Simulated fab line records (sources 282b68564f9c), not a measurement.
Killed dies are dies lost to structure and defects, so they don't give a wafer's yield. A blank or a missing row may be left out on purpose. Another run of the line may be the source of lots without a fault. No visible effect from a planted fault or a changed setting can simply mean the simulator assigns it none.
What tool caused it? | flow rit_cmos | Sampling: 14 lots, 42 wafers, 3 of 202 route steps

== WHAT EACH GAUGE READ, for each wafer ==
RIT_NSD_TW_MEAS_10. Usual: NSD_TW gives 3143 (standard deviation 36).
lot  | measured    | on            | NSD_TW         | flag
L256 | day 3 06:52 | film_metro-01 | 3157 3162 3155 |
L257 | day 3 12:42 | film_metro-04 | 3056 3073 3059 |
L259 | day 3 22:04 | film_metro-03 | 3130 3162 3154 |
L260 | day 4 04:41 | film_metro-03 | 3154 3162 3153 |
L261 | day 4 08:27 | film_metro-03 | 3151 3155 3156 |
L262 | day 4 15:59 | film_metro-03 | 3172 3151 3154 |
L263 | day 4 19:35 | film_metro-01 | 3156 3167 3166 |
L268 | day 5 21:47 | film_metro-03 | 3166 3160 3160 |
L270 | day 6 04:28 | film_metro-03 | 3387 3389 3391 | OFF
L271 | day 6 09:26 | film_metro-04 | 3294 3293 3290 | OFF
L273 | day 6 22:55 | film_metro-03 | 3155 3153 3167 |
L274 | day 7 00:44 | film_metro-03 | 3152 3150 3166 |
L276 | day 7 14:24 | film_metro-04 | 3074 3067 3058 |
L278 | day 7 21:48 | film_metro-03 | 3142 3163 3144 |

RIT_SDANNEAL_RS_MEAS_05: a four-point-probe measurement. Usual: NSD_RS gives 84.5 ohm/sq (standard deviation 0.33).
lot  | measured    | on            | NSD_RS (ohm/sq) | flag
L256 | day 3 09:00 | film_metro-03 | 83.8 84.1 83.9  |
L257 | day 3 14:56 | film_metro-03 | 83.7 84.0 83.9  |
L259 | day 4 00:13 | film_metro-01 | 84.1 84.5 84.3  |
L260 | day 4 06:50 | film_metro-03 | 84.2 84.4 84.4  |
L261 | day 4 10:47 | film_metro-04 | 84.5 84.7 84.8  |
L262 | day 4 18:01 | film_metro-03 | 84.6 84.3 84.2  |
L263 | day 4 21:40 | film_metro-03 | 84.4 84.5 84.7  |
L268 | day 6 00:18 | film_metro-03 | 84.7 84.3 84.6  |
L270 | day 6 06:35 | film_metro-03 | 82.0 81.8 81.9  | OFF
L271 | day 6 11:30 | film_metro-03 | 82.1 81.7 81.9  | OFF
L273 | day 7 00:59 | film_metro-04 | 84.7 84.9 84.8  |
L274 | day 7 02:56 | film_metro-04 | 84.8 85.1 85.0  |
L276 | day 7 16:42 | film_metro-03 | 85.0 84.7 84.7  |
L278 | day 7 23:53 | film_metro-01 | 84.7 84.7 84.4  |

== TOOL THAT RAN EACH LOT (tool first, then ch and the chambers of the sampled wafers, then the start) ==
lot  | RIT_NSD_IMPLANT_08
L256 | implanter-03 ch 0, day 3 06:32
L257 | implanter-03 ch 0, day 3 12:23
L259 | implanter-01 ch 0, day 3 21:44
L260 | implanter-03 ch 0, day 4 04:22
L261 | implanter-02 ch 0, day 4 08:07
L262 | implanter-02 ch 0, day 4 15:40
L263 | implanter-01 ch 0, day 4 19:17
L268 | implanter-02 ch 0, day 5 21:29
L270 | implanter-02 ch 0, day 6 04:08
L271 | implanter-02 ch 0, day 6 09:07
L273 | implanter-03 ch 0, day 6 22:37
L274 | implanter-01 ch 0, day 7 00:27
L276 | implanter-03 ch 0, day 7 14:05
L278 | implanter-01 ch 0, day 7 21:31
- RIT_NSD_IMPLANT_08

== AS READ BY THE TOOLS THEMSELVES (means over the sampled wafers that have a number; for cases with no such wafer, the mark the record gives instead) ==
RIT_NSD_IMPLANT_08. Usual: beam_energy_keV 24.999, standard deviation 0.0088.
lot  | tool         | beam_energy_keV | flag
L256 | implanter-03 | 24.995          |
L257 | implanter-03 | 24.991          |
L259 | implanter-01 | 24.995          |
L260 | implanter-03 | 25.005          |
L261 | implanter-02 | 24.995          |
L262 | implanter-02 | 24.997          |
L263 | implanter-01 | 24.997          |
L268 | implanter-02 | 25.000          |
L270 | implanter-02 | 32.491          | OFF
L271 | implanter-02 | 32.491          | OFF
L273 | implanter-03 | 24.990          |
L274 | implanter-01 | 24.988          |
L276 | implanter-03 | 24.997          |
L278 | implanter-01 | 25.009          |

== THE ANSWER, worked out from the rows above alone ==
Rule: a lot is off if the mean of its wafers that have a number lies more than 3 standard deviations from the usual mean. A lot without any number at a reading at which 4 lots or more have one is off too. The other lots that the step has rows for count as sound. Order of review: gauges by route order, followed by the tools' own readings, for which a lot's mean as printed above is used. The first step at which some lot is off is used, and at that step the reading that is off furthest; a lot without a number counts as furthest.
Off: L270, L271, seen at RIT_NSD_TW_MEAS_10 (NSD_TW).
If a tool, at a process step before that reading, ran all the lots that are off and no sound lot after the first of them, it fits. Not tried: the gauges at RIT_NSD_TW_MEAS_10; whatever is off there is also off at RIT_NSD_IMPLANT_08, on other tools, and gauge error can't account for it. One candidate fits, namely implanter-02 at RIT_NSD_IMPLANT_08. Its last sound lot is L268 (day 5 21:29), its first lot that is off L270 (day 6 04:08): a fault that began between those two fits.
On the lots that are off, the tool's own readings at RIT_NSD_IMPLANT_08 differ by more than 5 times the standard deviation of the sound lots' means, which bears it out; beam_energy_keV reads 32.491 there versus 24.997 on the sound lots.

== WHAT HAD BEEN PUT IN BY THE SIMULATOR ==
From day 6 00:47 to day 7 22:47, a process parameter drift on implanter-02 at RIT_NSD_IMPLANT_08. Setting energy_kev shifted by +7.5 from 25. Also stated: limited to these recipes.
Shown lots that were struck: L270, L271. The same result came from the rule above.
